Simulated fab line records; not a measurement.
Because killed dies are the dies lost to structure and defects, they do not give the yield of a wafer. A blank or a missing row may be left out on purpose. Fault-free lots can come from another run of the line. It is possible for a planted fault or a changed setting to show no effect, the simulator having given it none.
Split-lot trial	flow rit-cmos	23 wafers read across 5 lots, on a route 202 steps long

## ON THE SPLIT
At RIT_SILICIDE_SPUTTER_01 (material Ti, target thk 30 nm, time 240 s), the setting power-w was moved away from the recipe's 350 W on 11 of the 23 wafers read, by -6.9% to +9.8%. For the rest of the wafers, this setting stayed at what the recipe calls for.

## SPLIT TO READING: what lies between them in the file, 1 step
- RIT_SILICIDE_RS_MEAS_02: measures by four-point-probe

## THE READING
SILICIDE_TI_THK, in nm, at RIT_SILICIDE_THK_MEAS_03 (measures by xrf). On this fab line, fault-free wafers typically give 30.1 nm with a standard deviation of 0.39 nm.

wafer	tool, chamber at the split	power-w as run, W	against the recipe	SILICIDE_TI_THK, nm	against lot-mates on the recipe
L076.1	pvd-sputter-03, -	350	recipe	29.5	-
L076.3	pvd-sputter-03, -	325.7	-6.9%	27.4	-2.1
L076.4	pvd-sputter-03, -	325.7	-6.9%	27.5	-1.9
L076.5	pvd-sputter-03, -	325.7	-6.9%	28.0	-1.4
L076.6	pvd-sputter-03, -	350	recipe	29.4	-
L077.1	pvd-sputter-02, -	350	recipe	30.2	-
L077.5	pvd-sputter-02, -	350	recipe	29.3	-
L077.6	pvd-sputter-02, -	350	recipe	29.9	-
L078.1	pvd-sputter-03, -	384.3	+9.8%	32.7	+2.7
L078.2	pvd-sputter-03, -	350	recipe	30.2	-
L078.4	pvd-sputter-03, -	350	recipe	29.8	-
L078.5	pvd-sputter-03, -	384.3	+9.8%	32.9	+2.9
L078.6	pvd-sputter-03, -	384.3	+9.8%	33.2	+3.2
L081.1	pvd-sputter-02, -	335.5	-4.1%	29.3	-1.0
L081.2	pvd-sputter-02, -	335.5	-4.1%	28.8	-1.5
L081.4	pvd-sputter-02, -	350	recipe	30.2	-
L081.5	pvd-sputter-02, -	335.5	-4.1%	29.7	-0.6
L081.6	pvd-sputter-02, -	350	recipe	30.4	-
L085.2	pvd-sputter-02, -	350	recipe	30.5	-
L085.3	pvd-sputter-02, -	368.8	+5.4%	31.9	+1.7
L085.4	pvd-sputter-02, -	350	recipe	30.0	-
L085.5	pvd-sputter-02, -	350	recipe	30.2	-
L085.6	pvd-sputter-02, -	368.8	+5.4%	32.3	+2.1

THE FIT
A straight line over all 23 wafers: SILICIDE_TI_THK changes by +0.308 nm for each +1% of power-w; r = +0.96; the points scatter about the line by 0.43 nm.
The same after taking each lot's own level away (the mean of its wafers on the recipe; 23 wafers): +0.289 nm for each +1%; r = +0.98; scatter 0.29 nm.
According to that fit, moving power-w by its largest amount changes the reading by 2.8 nm.
Across the lots, their own levels run from 29.45 to 30.30 nm, a range of 2.2 times the standard deviation given above.
The two slopes agree, so the slope changes little with the lot-to-lot level.
Check: for one of the wafers moved furthest among these (+9.8%), held out of the fit, the line's prediction against its lot-mates is +2.97 nm. It came out at +2.7 nm against them.

## FURTHER SPLITS ON THESE WAFERS
Other splits were also applied to these wafers ahead of the reading. Each is held against what the fit with the lots' levels taken away leaves over:
other split on the same wafers	wafers away from the commonest value	r with SILICIDE_TI_THK (lot level and that fit taken away)
RIT_PLDD_COAT_01 resist-thk-nm	10	-0.11
RIT_PLDD_IMPLANT_08 energy-kev	7	+0.19
RIT_SPACER_ETCHBACK_05 time-s	7	+0.04
RIT_NSD_IMPLANT_08 energy-kev	11	+0.12
RIT_PSD_IMPLANT_08 energy-kev	8	-0.08
RIT_SDANNEAL_CLEAN_02 time-s	15	-0.03

## THE WHOLE CHAIN: every reading that the file lists as answering this split, in the file's order
step	what it does	reading	change (the file's fit)	r (the file's)
RIT_SILICIDE_SPUTTER_01	material Ti, target thk 30 nm, time 240 s	Ti_of_SILICIDE_SPUTTER_01.thk-nm (the simulator's own value, which no gauge read)	+0.293 nm for each +1% of the setting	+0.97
RIT_SILICIDE_RS_MEAS_02	measures by four-point-probe	SILICIDE_TI_RS	-0.563 for each +1% of the setting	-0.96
RIT_SILICIDE_THK_MEAS_03	measures by xrf	SILICIDE_TI_THK	+0.295 for each +1% of the setting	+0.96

## FILE'S OWN FIT
SILICIDE_TI_THK changes by +0.295 nm for each +1% of power-w, r = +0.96.
